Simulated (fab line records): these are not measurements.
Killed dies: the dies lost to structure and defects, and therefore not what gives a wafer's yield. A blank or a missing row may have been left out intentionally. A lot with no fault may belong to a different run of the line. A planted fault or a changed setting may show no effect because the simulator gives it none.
Which of the tools did it? + flow berkeley cmos170 + 14 lots, 42 wafers sampled, at 3 steps of a route of 331

## WHAT EACH GAUGE READ, for each wafer
UCB170_M1_OVL_MEAS_10.
| lot  | measured     | on         | M1_OVL (nm) |
|------|--------------|------------|-------------|
| L473 | day 7 02:26  | overlay-01 | 2 7 -2      |
| L474 | day 7 05:16  | overlay-01 | 2 8 5       |
| L476 | day 8 01:03  | overlay-01 | 12 5 12     |
| L477 | day 8 01:10  | overlay-02 | 4 2 9       |
| L481 | day 9 14:13  | overlay-02 | 1 4 4       |
| L482 | day 9 14:22  | overlay-02 | -5 5 -3     |
| L483 | day 9 14:46  | overlay-02 | 8 5 2       |
| L484 | day 9 20:16  | overlay-02 | -2 -4 0     |
| L488 | day 10 02:27 | overlay-02 | 4 1 6       |
| L490 | day 10 11:55 | overlay-01 | 6 6 -1      |
| L491 | day 11 08:47 | overlay-01 | 0 -3 -5     |
| L492 | day 11 10:04 | overlay-02 | 1 -2 -6     |
| L493 | day 11 12:17 | overlay-02 | -2 0 -2     |
| L495 | day 11 20:55 | overlay-01 | 1 8 3       |

UCB170_M2_THK_MEAS_03: measures by xrf.
| lot  | measured     | on            | M2_AL_THK (nm) |
|------|--------------|---------------|----------------|
| L473 | day 7 08:56  | film metro-04 | 906 886 904    |
| L474 | day 7 11:57  | film metro-04 | 895 895 900    |
| L476 | day 8 11:35  | film metro-04 | 912 915 910    |
| L477 | day 8 11:37  | film metro-02 | 918 912 915    |
| L481 | day 10 00:06 | film metro-01 | 901 898 901    |
| L482 | day 10 00:17 | film metro-04 | 894 902 893    |
| L483 | day 10 00:21 | film metro-01 | 892 899 880    |
| L484 | day 10 04:05 | film metro-02 | 895 910 899    |
| L488 | day 10 10:35 | film metro-02 | 898 907 900    |
| L490 | day 10 20:52 | film metro-04 | 913 901 912    |
| L491 | day 11 18:26 | film metro-01 | 885 895 913    |
| L492 | day 11 18:35 | film metro-04 | 899 905 908    |
| L493 | day 11 20:25 | film metro-04 | 915 911 899    |
| L495 | day 12 02:41 | film metro-02 | 916 904 925    |

## WHICH TOOL RAN EACH LOT (tool, then ch and the chambers of the sampled wafers, then the start)
| lot  | UCB170_M2_SPUTTER_01         |
|------|------------------------------|
| L473 | pvd sputter-04, day 7 08:43  |
| L474 | pvd sputter-02, day 7 11:45  |
| L476 | pvd sputter-01, day 8 11:23  |
| L477 | pvd sputter-04, day 8 11:25  |
| L481 | pvd sputter-01, day 9 23:53  |
| L482 | pvd sputter-02, day 10 00:05 |
| L483 | pvd sputter-01, day 10 00:08 |
| L484 | pvd sputter-04, day 10 03:52 |
| L488 | pvd sputter-01, day 10 10:23 |
| L490 | pvd sputter-04, day 10 20:39 |
| L491 | pvd sputter-01, day 11 18:14 |
| L492 | pvd sputter-02, day 11 18:22 |
| L493 | pvd sputter-04, day 11 20:13 |
| L495 | pvd sputter-01, day 12 02:28 |
- UCB170_M2_SPUTTER_01: material Al, target thk 900 nm, time 120 s.

## AS READ BY THE TOOLS THEMSELVES (means over the sampled wafers that have a number; for cases with no such wafer, the mark the record gives instead)
UCB170_M2_SPUTTER_01.
| lot  | tool           | throttle valve pct (%) |
|------|----------------|------------------------|
| L473 | pvd sputter-04 | 30.6                   |
| L474 | pvd sputter-02 | 29.5                   |
| L476 | pvd sputter-01 | 30.0                   |
| L477 | pvd sputter-04 | 29.6                   |
| L481 | pvd sputter-01 | 29.4                   |
| L482 | pvd sputter-02 | 30.6                   |
| L483 | pvd sputter-01 | 29.8                   |
| L484 | pvd sputter-04 | 29.7                   |
| L488 | pvd sputter-01 | 29.4                   |
| L490 | pvd sputter-04 | 29.8                   |
| L491 | pvd sputter-01 | 29.9                   |
| L492 | pvd sputter-02 | 30.4                   |
| L493 | pvd sputter-04 | 29.6                   |
| L495 | pvd sputter-01 | 30.1                   |

## THE ANSWER, worked out from the rows above alone
Rule: usual is defined by the lots themselves. Put in order of their means at a reading, lots are off if they are a third of the lots or fewer, leave a main group of 4 or more, and stand apart from it by a gap of 3 or more times the standard deviation of the main group's means; of several such gaps the widest counts. Not used: any main group whose means are identical at the precision the tables above print for the reading. A lot without any number at a reading at which 4 lots or more have one is off too. The other lots that the step has rows for count as sound. The gauges are gone through in route order, then the tools' own readings, and for those a lot's mean is taken as printed above. At the first step where some lot is off, the reading lying furthest off is the one used; lots without a number count as furthest.
No lot is off on any of the readings shown, so nothing can be concluded from this.

## WHAT THE SIMULATOR HAD PUT IN
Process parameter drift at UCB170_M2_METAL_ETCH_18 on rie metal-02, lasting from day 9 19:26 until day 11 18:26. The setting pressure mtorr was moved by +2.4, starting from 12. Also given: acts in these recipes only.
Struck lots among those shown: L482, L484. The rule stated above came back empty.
